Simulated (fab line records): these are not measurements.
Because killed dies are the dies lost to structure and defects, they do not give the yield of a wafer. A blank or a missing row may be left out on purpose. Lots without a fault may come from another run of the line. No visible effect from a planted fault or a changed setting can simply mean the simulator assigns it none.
One fault through the eyes of 2 desks || flow berkeley-cmos170 || numbers are kept per desk, each desk with only its own; the story behind them comes last

== METROLOGY DESK ==
What the gauges read for every lot (on any tool): the sampled wafers with a number, averaged. Marked OUT: a lot whose mean sits more than 4 standard deviations from the usual mean, which makes it out of limits; the brackets give that distance.
Columns: A = cd-nm at UCB170_M2_CD_MEAS_15, usual 699.3 nm; B = M3_AL_RS at UCB170_M3_RS_MEAS_02, usual 0.0321 ohm/sq; C = M3_AL_THK at UCB170_M3_THK_MEAS_03, usual 907 nm
{"lot": "L257", "first seen here": "day 8 14:22", "A": 699.6, "B": 0.0327, "C": 896}
{"lot": "L261", "first seen here": "day 9 17:07", "A": 699.9, "B": 0.0323, "C": 903}
{"lot": "L262", "first seen here": "day 9 18:39", "A": 700.5, "B": 0.0323, "C": 899}
{"lot": "L263", "first seen here": "day 9 21:26", "A": 700.9, "B": 0.0321, "C": 908}
{"lot": "L271", "first seen here": "day 11 08:24", "A": 697.8, "B": 0.0319, "C": 910}
{"lot": "L270", "first seen here": "day 11 08:29", "A": 701.8, "B": 0.0320, "C": 914}
{"lot": "L273", "first seen here": "day 11 19:38", "A": 697.1, "B": 0.0323, "C": 907}
{"lot": "L272", "first seen here": "day 11 21:13", "A": 699.9, "B": 0.0320, "C": 910}
{"lot": "L278", "first seen here": "day 12 09:00", "A": 700.5, "B": 0.0320, "C": 912}
{"lot": "L274", "first seen here": "day 12 11:46", "A": 699.9, "B": 0.0321, "C": 910}
{"lot": "L279", "first seen here": "day 13 10:49", "A": 698.9, "B": 0.0316, "C": 919}
{"lot": "L276", "first seen here": "day 13 10:58", "A": 697.4, "B": 0.0317, "C": 926}
{"lot": "L280", "first seen here": "day 13 20:08", "A": 699.5, "B": 0.0322, "C": 906}
Result from this desk: across the 13 lots, nothing is out of limits.

== AT THE TOOL OWNER'S DESK: wet-bench-03 ==
The tool's own readings at UCB170_SILICIDE_WET_ETCH_05 (etches Ti in SPM, time 45 s): means of the sampled wafers that have a number, for each lot that ran on this tool. Marked OUT: a lot whose mean sits more than 4 standard deviations from the usual mean, which makes it out of limits; the brackets give that distance.
Columns: A = temp-c at UCB170_SILICIDE_WET_ETCH_05, usual 120.00 C
{"lot": "L257", "first seen here": "day 7 21:10", "A": 119.96}
{"lot": "L263", "first seen here": "day 9 02:29", "A": 119.86}
Result from this desk: across the 2 lots, nothing is out of limits.

== PUT TOGETHER ==
Nothing out of limits was seen by the metrology desk.
The desk of the tool owner found nothing out of limits.

== WHAT THE SIMULATOR PUT IN ==
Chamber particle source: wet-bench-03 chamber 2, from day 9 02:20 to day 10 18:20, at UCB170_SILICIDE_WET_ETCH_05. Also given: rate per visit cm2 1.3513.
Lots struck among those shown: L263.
